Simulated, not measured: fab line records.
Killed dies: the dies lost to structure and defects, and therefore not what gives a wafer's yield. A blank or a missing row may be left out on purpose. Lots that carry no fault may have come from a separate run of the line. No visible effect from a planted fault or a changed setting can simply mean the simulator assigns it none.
Which of the tools did it? || flow ritCmos || Sampling: 14 lots, 42 wafers, 2 of 202 route steps

## WHAT THE GAUGES SHOWED, per wafer
The record lacks any reading of a measuring or inspecting step that a usual standard deviation could be used to judge.

## WHAT TOOL EACH LOT RAN ON (gives the tool, then ch and the chambers of the sampled wafers, and finally the start)
{"lot": "L804", "RIT_GATE_CLEAN_01": "wetBench-01 ch 1, day 2 20:27", "RIT_M1_PROBE_99": "prober-01, day 4 01:28"}
{"lot": "L805", "RIT_GATE_CLEAN_01": "wetBench-02 ch 0, day 3 00:23", "RIT_M1_PROBE_99": "-"}
{"lot": "L806", "RIT_GATE_CLEAN_01": "wetBench-01 ch 0, day 3 05:11", "RIT_M1_PROBE_99": "-"}
{"lot": "L807", "RIT_GATE_CLEAN_01": "wetBench-02 ch 3, day 3 09:28", "RIT_M1_PROBE_99": "-"}
{"lot": "L809", "RIT_GATE_CLEAN_01": "wetBench-01 ch 3, day 3 19:28", "RIT_M1_PROBE_99": "-"}
{"lot": "L810", "RIT_GATE_CLEAN_01": "wetBench-02 ch 0, day 4 01:41", "RIT_M1_PROBE_99": "-"}
{"lot": "L811", "RIT_GATE_CLEAN_01": "wetBench-02 ch 1, day 4 09:31", "RIT_M1_PROBE_99": "-"}
{"lot": "L812", "RIT_GATE_CLEAN_01": "wetBench-01 ch 0, day 4 12:50", "RIT_M1_PROBE_99": "-"}
{"lot": "L813", "RIT_GATE_CLEAN_01": "wetBench-02 ch 0, day 4 15:13", "RIT_M1_PROBE_99": "-"}
{"lot": "L814", "RIT_GATE_CLEAN_01": "wetBench-03 ch 0, day 4 20:51", "RIT_M1_PROBE_99": "prober-01, day 6 01:49"}
{"lot": "L815", "RIT_GATE_CLEAN_01": "wetBench-03 ch 3, day 5 01:56", "RIT_M1_PROBE_99": "prober-02, day 6 05:43"}
{"lot": "L816", "RIT_GATE_CLEAN_01": "wetBench-03 ch 0, day 5 06:59", "RIT_M1_PROBE_99": "prober-01, day 6 12:13"}
{"lot": "L819", "RIT_GATE_CLEAN_01": "wetBench-03 ch 3, day 5 22:19", "RIT_M1_PROBE_99": "prober-02, day 7 00:05"}
{"lot": "L822", "RIT_GATE_CLEAN_01": "wetBench-01 ch 1, day 6 13:12", "RIT_M1_PROBE_99": "-"}
- RIT_GATE_CLEAN_01: cleans in SC1, time 600 s.
- RIT_M1_PROBE_99

## AS READ BY THE TOOLS THEMSELVES (means over the sampled wafers that have a number; for cases with no such wafer, the mark the record gives instead)
RIT_GATE_CLEAN_01.
{"lot": "L804", "tool": "wetBench-01", "bathHeatDutyPct (%)": 14.2, "runLengthS (s)": 633}
{"lot": "L805", "tool": "wetBench-02", "bathHeatDutyPct (%)": 14.0, "runLengthS (s)": 631}
{"lot": "L806", "tool": "wetBench-01", "bathHeatDutyPct (%)": 16.0, "runLengthS (s)": 624}
{"lot": "L807", "tool": "wetBench-02", "bathHeatDutyPct (%)": 18.4, "runLengthS (s)": 632}
{"lot": "L809", "tool": "wetBench-01", "bathHeatDutyPct (%)": 14.0, "runLengthS (s)": 626}
{"lot": "L810", "tool": "wetBench-02", "bathHeatDutyPct (%)": 15.1, "runLengthS (s)": 631}
{"lot": "L811", "tool": "wetBench-02", "bathHeatDutyPct (%)": 15.6, "runLengthS (s)": 633}
{"lot": "L812", "tool": "wetBench-01", "bathHeatDutyPct (%)": 15.9, "runLengthS (s)": 625}
{"lot": "L813", "tool": "wetBench-02", "bathHeatDutyPct (%)": 14.1, "runLengthS (s)": 631}
{"lot": "L814", "tool": "wetBench-03", "bathHeatDutyPct (%)": 18.6, "runLengthS (s)": 626}
{"lot": "L815", "tool": "wetBench-03", "bathHeatDutyPct (%)": 14.8, "runLengthS (s)": 632}
{"lot": "L816", "tool": "wetBench-03", "bathHeatDutyPct (%)": 18.3, "runLengthS (s)": 673}
{"lot": "L819", "tool": "wetBench-03", "bathHeatDutyPct (%)": 15.5, "runLengthS (s)": 664}
{"lot": "L822", "tool": "wetBench-01", "bathHeatDutyPct (%)": 13.9, "runLengthS (s)": 632}

RIT_M1_PROBE_99.
{"lot": "L804", "tool": "prober-01", "killed_at_M0_to_M3": 0.0, "killedAtContacts": 0.0, "killedAtFrontEnd": 9, "killedDies": 9, "killedOpen": 5.0, "killedShort": 4.3}
{"lot": "L814", "tool": "prober-01", "killed_at_M0_to_M3": 0.0, "killedAtContacts": 0.0, "killedAtFrontEnd": 9, "killedDies": 9, "killedOpen": 5.3, "killedShort": 3.7}
{"lot": "L815", "tool": "prober-02", "killed_at_M0_to_M3": 0.0, "killedAtContacts": 0.7, "killedAtFrontEnd": 9, "killedDies": 10, "killedOpen": 4.3, "killedShort": 5.7}
{"lot": "L816", "tool": "prober-01", "killed_at_M0_to_M3": 0.0, "killedAtContacts": 0.0, "killedAtFrontEnd": 5, "killedDies": 5, "killedOpen": 1.7, "killedShort": 3.3}
{"lot": "L819", "tool": "prober-02", "killed_at_M0_to_M3": 0.0, "killedAtContacts": 0.0, "killedAtFrontEnd": 11, "killedDies": 11, "killedOpen": 5.7, "killedShort": 5.3}

## THE ANSWER, worked out from the rows above alone
Rule: usual is defined by the lots themselves. Put in order of their means at a reading, lots are off if they are a third of the lots or fewer, leave a main group of 4 or more, and stand apart from it by a gap of 3 or more times the standard deviation of the main group's means; of several such gaps the widest counts. Not used: any main group whose means are identical at the precision the tables above print for the reading. A lot without any number at a reading at which 4 lots or more have one is off too. The other lots that the step has rows for count as sound. First the gauges in route order, then the tools' own readings, where a lot's mean is used as printed above. The first step at which some lot is off is used, and at that step the reading that is off furthest; a lot without a number counts as furthest.
Off: L816, L819, at RIT_GATE_CLEAN_01 (runLengthS). The main group has a mean of 630 s with a standard deviation of 3.2.
If a tool, at that step or one of the process steps before it, ran each lot that is off and ran no sound lot following the first of them, it fits. One fits: wetBench-03 at RIT_GATE_CLEAN_01. Its last sound lot is L815 (day 5 01:56), its first lot that is off L816 (day 5 06:59): a fault that began between those two fits.
On the lots that are off, the tool's own readings at RIT_GATE_CLEAN_01 differ by more than 5 times the standard deviation of the sound lots' means, which bears it out; runLengthS reads 668 s there versus 630 s on the sound lots.

## WHAT HAD BEEN PUT IN BY THE SIMULATOR
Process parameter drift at RIT_GATE_CLEAN_01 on wetBench-03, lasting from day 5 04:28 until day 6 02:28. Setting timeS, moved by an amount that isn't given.
Struck lots among those shown: L816, L819. The rule above reached the same finding.
